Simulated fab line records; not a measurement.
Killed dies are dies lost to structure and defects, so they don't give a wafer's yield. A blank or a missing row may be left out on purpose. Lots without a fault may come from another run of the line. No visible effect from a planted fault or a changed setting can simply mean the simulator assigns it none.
Split-lot trial | flow berkeley cmos170 | route with 331 steps; 5 lots, 23 wafers read

== ON THE SPLIT ==
At UCB170_NWELL_IMPLANT_14, the setting energy kev was moved away from the recipe's 150 on 7 of the 23 wafers read, by -5.3% to +4.1%. All remaining wafers had this setting at the recipe value.

The reading is taken at the split's own step.

== THE READING ==
implant.drp nm (the simulator's own value, which no gauge read), in nm, at UCB170_NWELL_IMPLANT_14. There is no usual value for it anywhere in the file.

wafer  | tool, chamber at the split | energy kev as run | against the recipe | implant.drp nm, nm | against lot-mates on the recipe
L076.1 | implanter-04, 0            | 150               | recipe             | 62.72              | -
L076.5 | implanter-04, 0            | 150               | recipe             | 62.72              | -
L076.6 | implanter-04, 0            | 150               | recipe             | 62.72              | -
L080.1 | implanter-02, 0            | 142               | -5.3%              | 60.09              | -2.63
L080.5 | implanter-02, 0            | 142               | -5.3%              | 60.09              | -2.63
L080.2 | implanter-02, 0            | 150               | recipe             | 62.72              | -
L080.3 | implanter-02, 0            | 150               | recipe             | 62.72              | -
L080.4 | implanter-02, 0            | 150               | recipe             | 62.72              | -
L081.2 | implanter-03, 0            | 150               | recipe             | 62.72              | -
L081.3 | implanter-03, 0            | 150               | recipe             | 62.72              | -
L081.4 | implanter-03, 0            | 150               | recipe             | 62.72              | -
L081.5 | implanter-03, 0            | 150               | recipe             | 62.72              | -
L081.6 | implanter-03, 0            | 150               | recipe             | 62.72              | -
L082.1 | implanter-02, 0            | 156.2             | +4.1%              | 64.66              | +1.94
L082.6 | implanter-02, 0            | 156.2             | +4.1%              | 64.66              | +1.94
L082.2 | implanter-02, 0            | 150               | recipe             | 62.72              | -
L082.4 | implanter-02, 0            | 150               | recipe             | 62.72              | -
L082.5 | implanter-02, 0            | 150               | recipe             | 62.72              | -
L085.1 | implanter-03, 0            | 150               | recipe             | 62.72              | -
L085.4 | implanter-03, 0            | 150               | recipe             | 62.72              | -
L085.2 | implanter-03, 0            | 142.7             | -4.9%              | 60.32              | -2.40
L085.5 | implanter-03, 0            | 142.7             | -4.9%              | 60.32              | -2.40
L085.6 | implanter-03, 0            | 142.7             | -4.9%              | 60.32              | -2.40

THE FIT
A straight line over all 23 wafers: implant.drp nm changes by +0.487 nm for each +1% of energy kev; r = +1.00; the points scatter about the line by 0.023 nm.
The same after taking each lot's own level away (the mean of its wafers on the recipe; 23 wafers): +0.487 nm for each +1%; r = +1.00; scatter 0.023 nm.
That fit puts the effect of the largest move of energy kev on the reading at 2.6 nm.
The lots' own levels span 62.720 to 62.720 nm.
The two slopes are in agreement: the lot-to-lot level therefore moves the slope only a little.
Check: with one of the wafers moved furthest among these (-5.3%) left out of the fit, the line predicts -2.6 nm for it against its lot-mates. It came out at -2.63 nm against them.

== ADDITIONAL SPLITS CARRIED BY THESE WAFERS ==
Note: prior to the reading, these wafers also went through further splits. Each is held against what the fit with the lots' levels taken away leaves over:
other split on the same wafers     | wafers away from the commonest value | r with implant.drp nm (lot level and that fit taken away)
UCB170_ZERO_COAT_01 resist thk nm  | 6                                    | -0.39
UCB170_NWELL_CVD_04 pressure mtorr | 18                                   | -0.28

== THE WHOLE CHAIN: every reading that the file lists as answering this split, in the file's order ==
step                    | what it does | reading                                                         | change (the file's fit)               | r (the file's)
UCB170_NWELL_IMPLANT_14 |              | implant.rp nm (the simulator's own value, which no gauge read)  | +1.9 nm for each +1% of the setting   | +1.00
UCB170_NWELL_IMPLANT_14 |              | implant.drp nm (the simulator's own value, which no gauge read) | +0.488 nm for each +1% of the setting | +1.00

== THE FILE'S OWN FIT ==
implant.drp nm changes by +0.488 nm for each +1% of energy kev, r = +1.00.
